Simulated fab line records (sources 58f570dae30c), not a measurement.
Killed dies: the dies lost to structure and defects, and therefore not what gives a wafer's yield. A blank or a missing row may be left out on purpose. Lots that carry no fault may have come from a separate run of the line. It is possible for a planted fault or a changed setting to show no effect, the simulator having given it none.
fab line records    flow berkeley_cmos170
record lots=5  wafers=23
route steps=331 shown ACTIVE@65 NVT@111 PVT@122 PLDD@149 NLDD@162 NSD@190 SDANNEAL@205
start_h: hours from the record's first day to the start of the lot's first wafer shown    wait_h: hours from the lot's prior step to this one    " unchanged from the row above    L1.1+2: a single row standing in for several wafers    - no value, or no start was given    * or withheld: withheld    < > ~ a bound
route shown NAME@n: NAME is a module with steps in the file, n the number in the route of the first one    usual: mean and standard deviation over wafers with no fault    same: alike in all rows    chamber/n: place in a boat    sites: each site's reading    _std_site: how widely they spread, as a standard deviation    _edge_site: outer sites' mean less inner sites'    radius_mm: how far each site lies from the wafer's centre    mask NAME#n: copy n    behind: the last tool/chamber to shape the wafer    hold: reason for holding the lot/hours on hold/outcome of the hold    device: the n, p or np transistor that did not switch    end of line: at the end of the route, the tests of the same wafers    for a step that has no rows: nothing shown but its recipe    killed: at the first sort, the dies lost to defects and structure; wafer yield is something else    map: a wafer's dies, x killed, . not, _ none there
set.NAME: the setting that was run; set.NAME@STEP: the one run at that earlier step    model.NAME: the simulator's own value behind a step, which no gauge read
lots whose settings were changed on purpose; a table a step, a row a wafer
## steps
# step UCB170_ACTIVE_CVD_05
# recipe material=Si3N4  target_thk_nm=220  temp_c=800  precursor=SiH2Cl2/NH3  time_s=3300  pressure_mtorr=200  sih2cl2_flow_sccm=25  nh3_flow_sccm=75
lot.wafer  tool      chamber  start_h  wait_h  set.time_s  model.Si3N4_of_ACTIVE_CVD_05.thk_nm
L074.1     -         -        -        2.2     2960        196.7
L074.2     "         -        "        "       2960        197
L074.4     "         -        "        "       2960        196.5
L074.5     "         -        "        "       2960        195.8
L074.6     "         -        "        "       2960        195.9
L075.1     -         -        -        2.2     2996        199
L075.2     "         -        "        "       2996        199.7
L075.3+6   "         -        "        "       2996        199.5
L075.5     "         -        "        "       2996        199.9
L076.1     -         -        -        0.0     3756        250
L076.2     "         -        "        "       3756        253.1
L076.3     "         -        "        "       3756        252.3
L076.4+5   "         -        "        "       3756        251.8
L078.1     -         -        -        1.7     2959        193.4
L078.2     "         -        "        "       2959        195.9
L078.4     "         -        "        "       2959        194.6
L078.5     "         -        "        "       2959        195.1
L078.6     "         -        "        "       2959        195.8
L080.4     lpcvd-02  1        99.14    0.0     3300        223.8
L080.5     "         1        "        "       3300        227.4
L080.6     "         1        "        "       3300        225.4
# step UCB170_ACTIVE_THK_MEAS_06
# recipe reads=Si3N4_of_ACTIVE_CVD_05
# usual ACTIVE_NITRIDE_THK=220.6/2.3
lot.wafer  tool           chamber  start_h  wait_h  set.time_s@ACTIVE_CVD_05  ACTIVE_NITRIDE_THK[nm]
L074.1     film_metro-01  -        -        -       2960                      196.4
L074.2     "              -        "        "       2960                      197.0
L074.4     "              -        "        "       2960                      196.6
L074.5     "              -        "        "       2960                      195.7
L074.6     "              -        "        "       2960                      196.0
L075.1     film_metro-03  -        -        -       2996                      199.0
L075.2     "              -        "        "       2996                      199.7
L075.3     "              -        "        "       2996                      199.5
L075.5     "              -        "        "       2996                      199.9
L075.6     "              -        "        "       2996                      199.4
L076.1     film_metro-02  -        -        -       3756                      249.8
L076.2     "              -        "        "       3756                      253.1
L076.3     "              -        "        "       3756                      252.3
L076.4     "              -        "        "       3756                      251.7
L076.5     "              -        "        "       3756                      251.9
L078.1     film_metro-03  -        -        -       2959                      193.4
L078.2     "              -        "        "       2959                      196.0
L078.4     "              -        "        "       2959                      194.7
L078.5     "              -        "        "       2959                      195.1
L078.6     "              -        "        "       2959                      195.9
L080.4     film_metro-03  -        101.08   0.0     3300                      223.6
L080.5     "              -        "        "       3300                      227.4
L080.6     "              -        "        "       3300                      225.4
# step UCB170_ACTIVE_HMDS_07
# recipe prime_time_s=60  prime_temp_c=100
# step UCB170_ACTIVE_COAT_08
# recipe resist=KrF  spin_rpm=1500  resist_thk_nm=900
# step UCB170_ACTIVE_ETCH_15
# recipe chemistry=CH3F/Ar/O2  target=Si3N4  stop_on=SiO2  CH3F_flow_sccm=20  Ar_flow_sccm=50  O2_flow_sccm=7  pressure_mtorr=50  rf_w=450  target_depth_a=2420  over_etch_frac=0.1  time_s=151
# usual oes_product_au=0.926/0.014
lot.wafer  tool         chamber  start_h  wait_h  set.temp_c@PWELL_OXIDATION_02  set.time_s@ACTIVE_CVD_05  oes_product_au  model.etch.depth_nm
L074.1     rie_diel-03  1        77.78    0.0     1021                           2960                      0.857           196.7
L074.2     "            3        "        "       1021                           2960                      0.861           197
L074.4     "            2        "        "       1021                           2960                      0.869           196.5
L074.5     "            1        "        "       1021                           2960                      0.862           195.8
L074.6     "            2        "        "       1021                           2960                      0.867           195.9
L075.1     rie_diel-01  0        77.90    0.0     1013                           2996                      0.888           199
L075.2     "            3        "        "       1013                           2996                      0.871           199.7
L075.3     "            1        "        "       1013                           2996                      0.864           199.5
L075.5     "            2        "        "       1013                           2996                      0.892           199.9
L075.6     "            1        "        "       1013                           2996                      0.866           199.5
L076.1     rie_diel-04  0        89.26    0.0     989.1                          3756                      0.969           238
L076.2     "            1        "        "       989.1                          3756                      0.993           246.1
L076.3     "            2        "        "       989.1                          3756                      0.979           240.8
L076.4     "            3        "        "       989.1                          3756                      0.958           243.5
L076.5     "            2        "        "       989.1                          3756                      0.980           240.7
L078.1     rie_diel-04  0        96.38    0.0     1028                           2959                      0.849           193.4
L078.2     "            1        "        "       1028                           2959                      0.859           195.9
L078.4     "            2        "        "       1028                           2959                      0.853           194.6
L078.5     "            0        "        "       1028                           2959                      0.856           195.1
L078.6     "            1        "        "       1028                           2959                      0.858           195.8
L080.4     rie_diel-01  0        103.04   0.0     1000                           3300                      0.957           223.8
L080.5     "            2        "        "       1000                           3300                      0.957           227.4
L080.6     "            3        "        "       1000                           3300                      0.932           225.4
# step UCB170_NVT_IMPLANT_07
# recipe species=BF2  dose_cm2=3e+12  energy_kev=50  tilt_deg=7
lot.wafer       tool          chamber  start_h  wait_h  set.dose_cm2
L075.1+3        implanter-03  0        101.78   0.0     3e+12
L075.2+5+6      "             0        "        "       3.166e+12
L074.1+2+4+5+6  implanter-01  0        102.05   0.0     3e+12
L076.1+3+4      implanter-03  0        116.46   0.0     2.833e+12
L076.2+5        "             0        "        "       3e+12
L078.1+2+4      implanter-01  0        132.28   0.0     3.146e+12
L078.5+6        "             0        "        "       3e+12
L080.4+5+6      implanter-01  0        136.26   0.1     3e+12
# step UCB170_NVT_STRIP_08
# recipe chemistry=O2  power_w=400  pressure_mtorr=3500  platen_temp_c=withheld  o2_flow_sccm=400  overash_fraction=0.5
# step UCB170_NVT_TW_MEAS_09
# usual NVT_TW=523/4.1
lot.wafer  tool           chamber  start_h  wait_h  set.dose_cm2@NVT_IMPLANT_07  NVT_TW
L075.1     film_metro-02  -        102.03   0.1     3e+12                        526
L075.2     "              -        "        "       3.166e+12                    539
L075.3     "              -        "        "       3e+12                        529
L075.5     "              -        "        "       3.166e+12                    535
L075.6     "              -        "        "       3.166e+12                    541
L074.1     film_metro-03  -        102.30   0.1     3e+12                        521
L074.2     "              -        "        "       3e+12                        520
L074.4     "              -        "        "       3e+12                        517
L074.5     "              -        "        "       3e+12                        520
L074.6     "              -        "        "       3e+12                        523
L076.1     film_metro-02  -        116.71   0.1     2.833e+12                    514
L076.2     "              -        "        "       3e+12                        529
L076.3     "              -        "        "       2.833e+12                    518
L076.4     "              -        "        "       2.833e+12                    518
L076.5     "              -        "        "       3e+12                        529
L078.1     film_metro-02  -        132.53   0.1     3.146e+12                    532
L078.2     "              -        "        "       3.146e+12                    535
L078.4     "              -        "        "       3.146e+12                    535
L078.5     "              -        "        "       3e+12                        530
L078.6     "              -        "        "       3e+12                        526
L080.4     film_metro-03  -        136.46   0.1     3e+12                        517
L080.5     "              -        "        "       3e+12                        520
L080.6     "              -        "        "       3e+12                        516
# step UCB170_PVT_IMPLANT_07
# recipe species=P  dose_cm2=2e+12  energy_kev=30  tilt_deg=7
lot.wafer       tool          chamber  start_h  wait_h  set.energy_kev  model.implant.drp_nm
L075.1+2+5      implanter-02  0        103.78   0.0     29.48           16.39
L075.3+6        "             0        "        "       30              16.56
L074.1+2+5      implanter-02  0        104.33   0.0     30              16.56
L074.4+6        "             0        "        "       29.26           16.31
L076.1+2        implanter-02  0        118.35   0.0     30.48           16.78
L076.3+4+5      "             0        "        "       30              16.56
L078.1+2+4+5+6  implanter-03  0        133.96   0.0     30              16.56
L080.4+5+6      implanter-04  0        137.82   0.1     30              16.56
# step UCB170_PLDD_PEB_04
# recipe peb_temp_c=130  peb_time_s=withheld  resist=KrF
lot.wafer   tool            chamber  start_h  wait_h  set.peb_temp_c
L075.1+3+5  litho_track-04  0        117.07   0.1     132.4
L075.2+6    "               0        "        "       130
L074.1+2+4  litho_track-01  0        117.37   0.2     130
L074.5+6    "               0        "        "       133.8
L076.1+2+5  litho_track-04  0        132.26   0.2     126.7
L076.3+4    "               0        "        "       130
L078.1+4    litho_track-02  0        146.89   0.3     130
L078.2+5+6  "               0        "        "       133
L080.4+5+6  litho_track-02  0        150.86   0.4     130
# step UCB170_PLDD_DEVELOP_05
# recipe developer=TMAH  develop_time_s=45  resist=KrF  dev_temp_c=21
# step UCB170_PLDD_CD_MEAS_06
# recipe target_cd_nm=1200
# usual cd_nm=1200.0/1.4
lot.wafer  tool       chamber  start_h  wait_h  set.peb_temp_c@PLDD_PEB_04  cd_nm
L075.1     cd_sem-02  -        117.34   -       132.4                       1214.3
L075.2     "          -        "        "       130                         1201.6
L075.3     "          -        "        "       132.4                       1215.4
L075.5     "          -        "        "       132.4                       1216.4
L075.6     "          -        "        "       130                         1200.5
L074.1     cd_sem-02  -        117.65   -       130                         1199.6
L074.2     "          -        "        "       130                         1197.5
L074.4     "          -        "        "       130                         1197.9
L074.5     "          -        "        "       133.8                       1219.3
L074.6     "          -        "        "       133.8                       1220.0
L076.1     cd_sem-01  -        132.53   -       126.7                       1177.0
L076.2     "          -        "        "       126.7                       1175.8
L076.3     "          -        "        "       130                         1201.9
L076.4     "          -        "        "       130                         1202.0
L076.5     "          -        "        "       126.7                       1176.0
L078.1     cd_sem-02  -        147.16   -       130                         1201.2
L078.2     "          -        "        "       133                         1217.6
L078.4     "          -        "        "       130                         1200.2
L078.5     "          -        "        "       133                         1219.6
L078.6     "          -        "        "       133                         1219.2
L080.4     cd_sem-01  -        151.12   -       130                         1201.3
L080.5     "          -        "        "       130                         1199.3
L080.6     "          -        "        "       130                         1199.8
# step UCB170_NLDD_PEB_04
# recipe peb_temp_c=130  peb_time_s=withheld  resist=KrF
lot.wafer       tool            chamber  start_h  wait_h  set.peb_temp_c
L075.1+5        litho_track-01  0        118.70   0.1     133
L075.2+3+6      "               0        "        "       130
L074.1+2+4+5+6  litho_track-03  0        119.15   0.1     130
L076.1+3        litho_track-03  0        134.28   0.1     131.9
L076.2+4+5      "               0        "        "       130
L078.1+5+6      litho_track-01  0        149.09   0.4     133.7
L078.2+4        "               0        "        "       130
L080.4+5+6      litho_track-01  0        153.59   0.8     130
# step UCB170_NLDD_DEVELOP_05
# recipe developer=TMAH  develop_time_s=45  resist=KrF  dev_temp_c=21
# step UCB170_NLDD_CD_MEAS_06
# recipe target_cd_nm=1200
# usual cd_nm=1200.1/2
lot.wafer  tool       chamber  start_h  wait_h  set.peb_temp_c@NLDD_PEB_04  cd_nm
L075.1     cd_sem-01  -        118.98   -       133                         1221.3
L075.2     "          -        "        "       130                         1204.1
L075.3     "          -        "        "       130                         1204.3
L075.5     "          -        "        "       133                         1220.0
L075.6     "          -        "        "       130                         1202.2
L074.1     cd_sem-02  -        119.42   -       130                         1203.3
L074.2     "          -        "        "       130                         1204.0
L074.4     "          -        "        "       130                         1202.4
L074.5     "          -        "        "       130                         1202.9
L074.6     "          -        "        "       130                         1203.0
L076.1     cd_sem-02  -        134.56   -       131.9                       1211.7
L076.2     "          -        "        "       130                         1200.1
L076.3     "          -        "        "       131.9                       1212.0
L076.4     "          -        "        "       130                         1199.2
L076.5     "          -        "        "       130                         1201.3
L078.1     cd_sem-01  -        149.37   -       133.7                       1221.7
L078.2     "          -        "        "       130                         1200.3
L078.4     "          -        "        "       130                         1198.4
L078.5     "          -        "        "       133.7                       1222.7
L078.6     "          -        "        "       133.7                       1221.5
L080.4     cd_sem-02  -        153.85   -       130                         1198.0
L080.5     "          -        "        "       130                         1197.1
L080.6     "          -        "        "       130                         1197.0
# step UCB170_NLDD_IMPLANT_09
# recipe species=As  dose_cm2=5e+13  energy_kev=30  tilt_deg=7  rotation_deg=180
lot.wafer   tool          chamber  start_h  wait_h  set.dose_cm2
L075.1+2+3  implanter-01  0        119.28   0.1     5e+13
L075.5+6    "             0        "        "       5.297e+13
L074.1+4+5  implanter-04  0        119.73   0.1     4.694e+13
L074.2+6    "             0        "        "       5e+13
L076.1+5    implanter-04  0        134.86   0.1     5e+13
L076.2+3+4  "             0        "        "       4.787e+13
L078.1+6    implanter-04  0        149.68   0.1     5e+13
L078.2+4+5  "             0        "        "       4.747e+13
L080.4+5+6  implanter-04  0        154.17   0.1     5e+13
# step UCB170_NSD_EXPOSE_03
# recipe mask_id=NSELECT_MOD  na=0.5  sigma_outer=0.6  source_shape=conventional  target_cd_nm=1200  dose_mj=30
lot.wafer       tool            chamber  start_h  wait_h  mask           set.dose_mj
L074.1+2+6      krf_scanner-01  0        126.07   0.2     NSELECT_MOD#0  30
L074.4+5        "               0        "        "       NSELECT_MOD#0  31.25
L075.1+2+6      krf_scanner-02  0        126.31   0.3     NSELECT_MOD#0  30
L075.3+5        "               0        "        "       NSELECT_MOD#0  31.98
L076.1+3+4      krf_scanner-02  0        145.34   0.1     NSELECT_MOD#0  30
L076.2+5        "               0        "        "       NSELECT_MOD#0  27.78
L078.1+2+4+5+6  krf_scanner-02  0        159.75   0.1     NSELECT_MOD#0  30
L080.4+5+6      krf_scanner-01  0        160.37   0.2     NSELECT_MOD#0  30
# step UCB170_NSD_PEB_04
# recipe peb_temp_c=130  peb_time_s=withheld  resist=KrF
# step UCB170_NSD_DEVELOP_05
# recipe developer=TMAH  develop_time_s=45  resist=KrF  dev_temp_c=21
# step UCB170_NSD_CD_MEAS_06
# recipe target_cd_nm=1200
# usual cd_nm=1199.7/1.5
lot.wafer  tool       chamber  start_h  wait_h  set.dose_mj@NSD_EXPOSE_03  cd_nm
L074.1     cd_sem-01  -        126.46   -       30                         1200.2
L074.2     "          -        "        "       30                         1198.5
L074.4     "          -        "        "       31.25                      1209.5
L074.5     "          -        "        "       31.25                      1207.5
L074.6     "          -        "        "       30                         1201.0
L075.1     cd_sem-02  -        126.70   -       30                         1200.8
L075.2     "          -        "        "       30                         1200.8
L075.3     "          -        "        "       31.98                      1211.7
L075.5     "          -        "        "       31.98                      1212.9
L075.6     "          -        "        "       30                         1200.2
L076.1     cd_sem-02  -        146.12   -       30                         1197.7
L076.2     "          -        "        "       27.78                      1182.8
L076.3     "          -        "        "       30                         1198.4
L076.4     "          -        "        "       30                         1200.2
L076.5     "          -        "        "       27.78                      1184.7
L078.1     cd_sem-01  -        160.30   -       30                         1201.3
L078.2     "          -        "        "       30                         1201.9
L078.4     "          -        "        "       30                         1199.9
L078.5     "          -        "        "       30                         1201.8
L078.6     "          -        "        "       30                         1200.7
L080.4     cd_sem-02  -        160.91   -       30                         1197.6
L080.5     "          -        "        "       30                         1197.8
L080.6     "          -        "        "       30                         1196.4
# step UCB170_NSD_IMPLANT_08
# recipe species=P  dose_cm2=3e+15  energy_kev=40  tilt_deg=7
lot.wafer   tool          chamber  start_h  wait_h  set.dose_cm2
L074.1+4+6  implanter-02  0        126.62   0.0     3e+15
L074.2+5    "             0        "        "       3.133e+15
L075.1+2    implanter-03  0        126.86   0.0     3e+15
L075.3+5+6  "             0        "        "       3.206e+15
L076.1+2    implanter-04  0        146.27   0.0     3e+15
L076.3+4+5  "             0        "        "       3.206e+15
L078.1+2    implanter-04  0        160.46   0.0     3e+15
L078.4+5+6  "             0        "        "       2.885e+15
L080.4+5+6  implanter-03  0        161.09   0.1     3e+15
# step UCB170_NSD_STRIP_09
# recipe chemistry=O2  power_w=400  pressure_mtorr=3500  platen_temp_c=withheld  o2_flow_sccm=400  overash_fraction=0.5
# usual strip_time_to_endpoint_s=35.80/0.077
lot.wafer  tool             chamber  start_h  wait_h  set.dose_cm2@NSD_IMPLANT_08  strip_time_to_endpoint_s
L074.1     plasma_asher-04  1        126.77   0.1     3e+15                        35.86
L074.2     "                0        "        "       3.133e+15                    36.27
L074.4     "                1        "        "       3e+15                        35.75
L074.5     "                0        "        "       3.133e+15                    36.32
L074.6     "                1        "        "       3e+15                        35.88
L075.1     plasma_asher-02  1        127.01   0.1     3e+15                        35.88
L075.2     "                0        "        "       3e+15                        35.93
L075.3     "                0        "        "       3.206e+15                    36.59
L075.5     "                0        "        "       3.206e+15                    36.47
L075.6     "                1        "        "       3.206e+15                    36.56
L076.1     plasma_asher-04  1        146.42   0.1     3e+15                        35.80
L076.2     "                0        "        "       3e+15                        35.80
L076.3     "                1        "        "       3.206e+15                    36.51
L076.4     "                0        "        "       3.206e+15                    36.49
L076.5     "                0        "        "       3.206e+15                    36.54
L078.1     plasma_asher-03  1        160.61   0.1     3e+15                        35.89
L078.2     "                0        "        "       3e+15                        35.79
L078.4     "                0        "        "       2.885e+15                    35.48
L078.5     "                1        "        "       2.885e+15                    35.41
L078.6     "                0        "        "       2.885e+15                    35.49
L080.4     plasma_asher-04  0        161.19   0.1     3e+15                        35.88
L080.5     "                1        "        "       3e+15                        35.86
L080.6     "                0        "        "       3e+15                        35.86
# step UCB170_NSD_CLEAN_11
# recipe chemistry=SPM  temp_c=120  time_s=600
# step UCB170_SDANNEAL_RTA_01
# recipe temp_c=1050  time_s=5  ambient=N2
# step UCB170_SDANNEAL_RS_MEAS_03
# recipe thk_meas_gauge=four-point-probe
# usual NSD_RS=37.28/0.11
lot.wafer  tool           chamber  start_h  wait_h  set.dose_cm2@NSD_IMPLANT_08  NSD_RS[ohm/sq]
L074.1     film_metro-03  -        128.07   0.1     3e+15                        37.19
L074.2     "              -        "        "       3.133e+15                    36.49
L074.4     "              -        "        "       3e+15                        37.22
L074.5     "              -        "        "       3.133e+15                    36.44
L074.6     "              -        "        "       3e+15                        37.20
L075.1     film_metro-01  -        128.52   0.1     3e+15                        37.20
L075.2     "              -        "        "       3e+15                        37.16
L075.3     "              -        "        "       3.206e+15                    36.13
L075.5     "              -        "        "       3.206e+15                    36.06
L075.6     "              -        "        "       3.206e+15                    36.07
L076.1     film_metro-01  -        148.13   0.1     3e+15                        37.31
L076.2     "              -        "        "       3e+15                        37.40
L076.3     "              -        "        "       3.206e+15                    36.27
L076.4     "              -        "        "       3.206e+15                    36.22
L076.5     "              -        "        "       3.206e+15                    36.18
L078.1     film_metro-01  -        165.84   0.1     3e+15                        37.25
L078.2     "              -        "        "       3e+15                        37.15
L078.4     "              -        "        "       2.885e+15                    37.84
L078.5     "              -        "        "       2.885e+15                    37.92
L078.6     "              -        "        "       2.885e+15                    37.79
L080.4     film_metro-02  -        166.02   0.1     3e+15                        37.26
L080.5     "              -        "        "       3e+15                        37.24
L080.6     "              -        "        "       3e+15                        37.34
# step UCB170_SDANNEAL_RS_MEAS_05
# recipe thk_meas_gauge=four-point-probe
# usual NLDD_RS=616.8/1.3
lot.wafer  tool           chamber  start_h  wait_h  set.dose_cm2@NLDD_IMPLANT_09  NLDD_RS[ohm/sq]
L074.1     film_metro-03  -        128.31   0.1     4.694e+13                     629.5
L074.2     "              -        "        "       5e+13                         616.2
L074.4     "              -        "        "       4.694e+13                     629.0
L074.5     "              -        "        "       4.694e+13                     629.3
L074.6     "              -        "        "       5e+13                         618.6
L075.1     film_metro-01  -        128.76   0.1     5e+13                         617.0
L075.2     "              -        "        "       5e+13                         617.2
L075.3     "              -        "        "       5e+13                         617.3
L075.5     "              -        "        "       5.297e+13                     604.0
L075.6     "              -        "        "       5.297e+13                     605.2
L076.1     film_metro-01  -        148.37   0.1     5e+13                         617.3
L076.2     "              -        "        "       4.787e+13                     626.0
L076.3     "              -        "        "       4.787e+13                     625.9
L076.4     "              -        "        "       4.787e+13                     627.4
L076.5     "              -        "        "       5e+13                         617.1
L078.1     film_metro-01  -        166.08   0.1     5e+13                         615.6
L078.2     "              -        "        "       4.747e+13                     626.1
L078.4     "              -        "        "       4.747e+13                     626.7
L078.5     "              -        "        "       4.747e+13                     626.1
L078.6     "              -        "        "       5e+13                         615.6
L080.4     film_metro-02  -        166.26   0.1     5e+13                         618.9
L080.5     "              -        "        "       5e+13                         618.9
L080.6     "              -        "        "       5e+13                         620.4
## key
split step=UCB170_ACTIVE_CVD_05  setting=time_s  stated=3300  by=lot
response step=UCB170_ACTIVE_CVD_05  reading=model.Si3N4_of_ACTIVE_CVD_05.thk_nm  change=+2.34  per=1%  r=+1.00
response step=UCB170_ACTIVE_THK_MEAS_06  reading=ACTIVE_NITRIDE_THK  change=+2.34  per=1%  r=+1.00
response step=UCB170_ACTIVE_ETCH_15  reading=model.etch.depth_nm  change=+1.94  per=1%  r=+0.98
split step=UCB170_NVT_IMPLANT_07  setting=dose_cm2  stated=3e+12  by=wafer
response step=UCB170_NVT_TW_MEAS_09  reading=NVT_TW  change=+1.79  per=1%  r=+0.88
split step=UCB170_PVT_IMPLANT_07  setting=energy_kev  stated=30  by=wafer
response step=UCB170_PVT_IMPLANT_07  reading=model.implant.drp_nm  change=+0.109  per=1%  r=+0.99
split step=UCB170_PLDD_PEB_04  setting=peb_temp_c  stated=130  by=wafer
response step=UCB170_PLDD_CD_MEAS_06  reading=cd_nm  change=+8.25  per=1%  r=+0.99
split step=UCB170_NLDD_PEB_04  setting=peb_temp_c  stated=130  by=wafer
response step=UCB170_NLDD_CD_MEAS_06  reading=cd_nm  change=+7.77  per=1%  r=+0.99
split step=UCB170_NLDD_IMPLANT_09  setting=dose_cm2  stated=5e+13  by=wafer
response step=UCB170_SDANNEAL_RS_MEAS_05  reading=NLDD_RS  change=-2.07  per=1%  r=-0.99
split step=UCB170_NSD_EXPOSE_03  setting=dose_mj  stated=30  by=wafer
response step=UCB170_NSD_CD_MEAS_06  reading=cd_nm  change=+1.94  per=1%  r=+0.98
split step=UCB170_NSD_IMPLANT_08  setting=dose_cm2  stated=3e+15  by=wafer
response step=UCB170_NSD_STRIP_09  reading=strip_time_to_endpoint_s  change=*  per=1%  r=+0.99
response step=UCB170_SDANNEAL_RS_MEAS_03  reading=NSD_RS  change=-0.164  per=1%  r=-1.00
split outside_this_file step=UCB170_PWELL_OXIDATION_02 setting=temp_c
# split outside_this_file: this setting was split too, and the file shows its column; the key of that split is in another file
